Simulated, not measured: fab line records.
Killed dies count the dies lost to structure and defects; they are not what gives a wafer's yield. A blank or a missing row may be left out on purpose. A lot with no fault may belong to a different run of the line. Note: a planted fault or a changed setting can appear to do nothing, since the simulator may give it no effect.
Code-filled problem report in 8D (eight disciplines) form | flow rit_cmos | the parts of the form that need people (team, actions taken, sign-off) are left out

## 1. THE PROBLEM
killed_at_front_end at RIT_M1_PROBE_99 reads a mean of 264.0 on 6 wafers of 2 lots; wafers without a fault read 6.9 with a standard deviation of 2.9. Measured from the usual mean, that is +89 standard deviations.
Earliest sighting: wafer L678.1 on prober-01 at day 6 07:59. Wafers with a number at this step in the record: 21, from 7 lots. Rule for "out" (also "out of limits"): further than 4 standard deviations from the usual mean. All remaining wafers that have a number are taken as sound.

## 2. WHAT IT IS, AND WHAT IT ISN'T
question                    | is                                              | is not
which readings at this step | killed_at_front_end, killed_dies, killed_on_rim | killed_at_contacts, killed_open, killed_short
which lots                  | L678, L679                                      | L668, L674, L686, L687, L689
which wafers of those lots  | all that have a number                          | -
read on which tools         | prober-01, prober-02                            | -
when                        | from day 6 07:59                                | up to then (6 sound wafers); but 9 sound wafers of L686, L687, L689 came after

## 3. WHAT RULES OUT EACH SUSPECT
Counting: a tool at any process step up to the reading remains a suspect when it ran all the lots that are out and ran no sound lot after the first of those.
- plasma_asher-01 at RIT_PLDD_STRIP_09 (strips in O2, time 180 s): kept. It processed each lot that is out, first L678 at day 5 17:57, and no sound lot thereafter; up to then, the last sound lot it processed was L668 at day 3 15:52.
The count leaves plasma_asher-01 at RIT_PLDD_STRIP_09.

## 4. THE CAUSE (what the simulator had put in)
At RIT_PLDD_STRIP_09, the step was skipped entirely on plasma_asher-01 from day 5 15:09 on. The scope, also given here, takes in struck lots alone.
After counting, this tool was the only one left.

## 5. SEQUENCE OF EFFECTS, ordered by route
Rows list readings where the struck wafers' mean (over those with a number) sits beyond 3 standard deviations from the usual. Readings are gone through only where the record gives a usual standard deviation; hours: the median, over the lots, of the time from a lot's start at the first step in this table giving one to that lot's start at this step; sigmas: the change measured in usual standard deviations.
hours | step            | reading             | usual | on struck wafers | change | sigmas
0     | RIT_M1_PROBE_99 | killed_at_front_end | 6.9   | 264.0            | +257.1 | +89
0     | RIT_M1_PROBE_99 | killed_dies         | 7.1   | 264.0            | +256.9 | +89
0     | RIT_M1_PROBE_99 | killed_on_rim       | 1.9   | 70.0             | +68.1  | +49
The process steps in it:
- RIT_M1_PROBE_99
Readings that are blank on the struck wafers while sound wafers have them: chamber_pressure_mTorr at RIT_PLDD_STRIP_09; drypump_motor_current_A at RIT_PLDD_STRIP_09.

## 6. WHAT WOULD HAVE CAUGHT IT SOONER
17 hours passed between the start of the fault at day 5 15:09 and the first reading out of limits in this record, taken at day 6 07:59.
At RIT_PLDD_STRIP_09 the tool's readings are blank on the struck wafers, where sound wafers have them: an empty tool record is the first sign, and it was there at once.
All the lots that are out (2) had begun RIT_PLDD_STRIP_09 on plasma_asher-01 by day 6 07:59. Holding the tool at that point would not have protected any of them.
